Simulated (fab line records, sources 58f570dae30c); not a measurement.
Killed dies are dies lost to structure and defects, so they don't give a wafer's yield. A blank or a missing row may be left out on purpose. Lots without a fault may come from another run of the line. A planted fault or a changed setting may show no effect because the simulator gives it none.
A struck lot beside a sound one | flow berkeley_cmos170 | 23 steps out of a route of 331
Sound: wafers L482.1, L482.3, L482.5. Struck: wafers L470.3, L470.4, L470.5. The cause comes at the end.
At each step with rows: each side's tool, then ch and its chambers, then its first start. Under that, the readings that differ: sound wafers | struck wafers | difference of the means | sigmas: that difference in standard deviations of wafers without a fault.
alike: readings whose means differ by less than 2 such deviations, and words and numbers that are the same on both sides. not compared: withheld readings, readings that some wafer has no value for, bounds like >300 that may hide the same value, and numbers for which the record gives no deviation and whose values overlap.
The two part at a step that has a row with sigmas, a row that says differs or no value, or rows on one side only. Numbers that don't overlap but have no deviation are shown without sigmas and don't part them. A reading that every wafer of one side lacks parts them only if that side has two wafers or more.

UCB170_NWELL_ETCH_13: etches Si3N4 in CH3F/Ar/O2, stops on SiO2, target depth 246.4 nm, time 154 s.
  sound on rie_diel-04 ch 0,2, day 6 06:51; struck on rie_diel-02 ch 0,1,3, day 3 08:53
  alike: drypump_motor_current_A, oes_product_au, throttle_valve_pct
  not compared: rf_hours_counter_h
then, 1 step without rows for these wafers: UCB170_NWELL_IMPLANT_14.
UCB170_NWELL_STRIP_15: strips in O2.
  sound on plasma_asher-02 ch 0, day 6 07:07; struck on plasma_asher-02 ch 0,1, day 3 09:11
  alike: drypump_motor_current_A, oes_product_au, strip_time_to_endpoint_s
  not compared: rf_hours_counter_h
UCB170_NWELL_TW_MEAS_16:
  sound on film_metro-04, day 6 07:13; struck on film_metro-04, day 3 09:16
  alike: NWELL_TW
then, 6 steps without rows for these wafers: UCB170_NWELL_CLEAN_17 (cleans in SPM, time 600 s); UCB170_NWELL_WET_ETCH_18 (etches Si3N4 in H3PO4, time 14400 s); UCB170_NWELL_WET_ETCH_19 (etches SiO2 in BOE, time 22 s); UCB170_PWELL_CLEAN_00 (cleans in SPM, time 600 s); UCB170_PWELL_CLEAN_01 (cleans in dHF, time 60 s); UCB170_PWELL_OXIDATION_02 (target thk 26.4 nm, ox time 1260 s).
UCB170_PWELL_THK_MEAS_03:
  sound on film_metro-01, day 6 13:52; struck on film_metro-01, day 3 16:56
  alike: PWELL_OXIDE_THK
then, 1 step without rows for these wafers: UCB170_PWELL_ANNEAL_04 (time 900 s).
UCB170_PWELL_CVD_05: deposits Si3N4 from SiH2Cl2/NH3, target thk 220 nm, time 3300 s.
  sound on lpcvd-01 ch 1, day 6 20:04; struck on lpcvd-01 ch 0, day 3 19:29
  reading                                 | sound             | struck            | difference | sigmas
  spike_tc_centre_C (C)                   | 804.2 804.4 804.2 | 891.5 891.7 892.3 | +87.6      | +49
  spike_tc_load_C (C)                     | 822.0 819.3 820.5 | 915.9 917.7 915.8 | +95.9      | +50
  spike_tc_source_C (C)                   | 826.7 827.7 827.0 | 910.9 910.7 911.0 | +83.7      | +44
  susceptor_temp_C (C)                    | 800.4 800.1 800.0 | 889.2 889.2 889.4 | +89.1      | +99 or more
  zone_power_load_pct (%)                 | 18.6 18.3 18.0    | 24.3 24.2 23.9    | +5.8       | +7
  zone_power_source_pct (%)               | 22.7 22.4 22.5    | 26.1 26.3 26.5    | +3.8       | +5
  model.Si3N4_of_PWELL_CVD_05.thk_nm (nm) | 221.8 221.3 220.3 | 376 376.9 375.8   | +155       |
  alike: pressure_mtorr
UCB170_PWELL_THK_MEAS_06:
  sound on film_metro-02, day 6 21:59; struck on film_metro-04, day 3 21:26
  reading                | sound             | struck            | difference | sigmas
  PWELL_NITRIDE_THK (nm) | 221.7 221.2 220.5 | 376.1 376.9 376.0 | +155.2     | +67
then, 6 steps without rows for these wafers: UCB170_PWELL_HMDS_07 (prime time 60 s); UCB170_PWELL_COAT_08 (resist thk 900 nm); UCB170_PWELL_SOFTBAKE_09 (time 60 s); UCB170_PWELL_EXPOSE_10 (exposes mask PWELL, target cd 3000 nm); UCB170_PWELL_PEB_11; UCB170_PWELL_DEVELOP_12 (develop time 45 s).
UCB170_PWELL_OVL_MEAS_13:
  sound on overlay-02, day 6 23:11; struck on overlay-02, day 3 22:19
  alike: PWELL_OVL
UCB170_PWELL_ETCH_14: etches Si3N4 in CH3F/Ar/O2, stops on SiO2, target depth 242 nm, time 151 s.
  sound on rie_diel-01 ch 0,1,3, day 6 23:13; struck on rie_diel-02 ch 1,2,3, day 3 22:21
  reading                  | sound             | struck            | difference | sigmas
  oes_product_au (a.u.)    | 0.978 0.936 0.938 | 0.972 0.995 1.006 | +0.040     | +3
  model.etch.depth_nm (nm) | 221.8 221.3 220.3 | 235.9 245.7 242.4 | +20.2      |
  alike: drypump_motor_current_A, throttle_valve_pct
  not compared: rf_hours_counter_h
then, 1 step without rows for these wafers: UCB170_PWELL_IMPLANT_15.

WHERE THEY PART
First at UCB170_PWELL_CVD_05; last, within this record, at UCB170_PWELL_ETCH_14.

WHY: what the simulator had put in
Process parameter drift: lpcvd-01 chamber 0, from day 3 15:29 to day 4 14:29, at UCB170_PWELL_CVD_05. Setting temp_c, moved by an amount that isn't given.
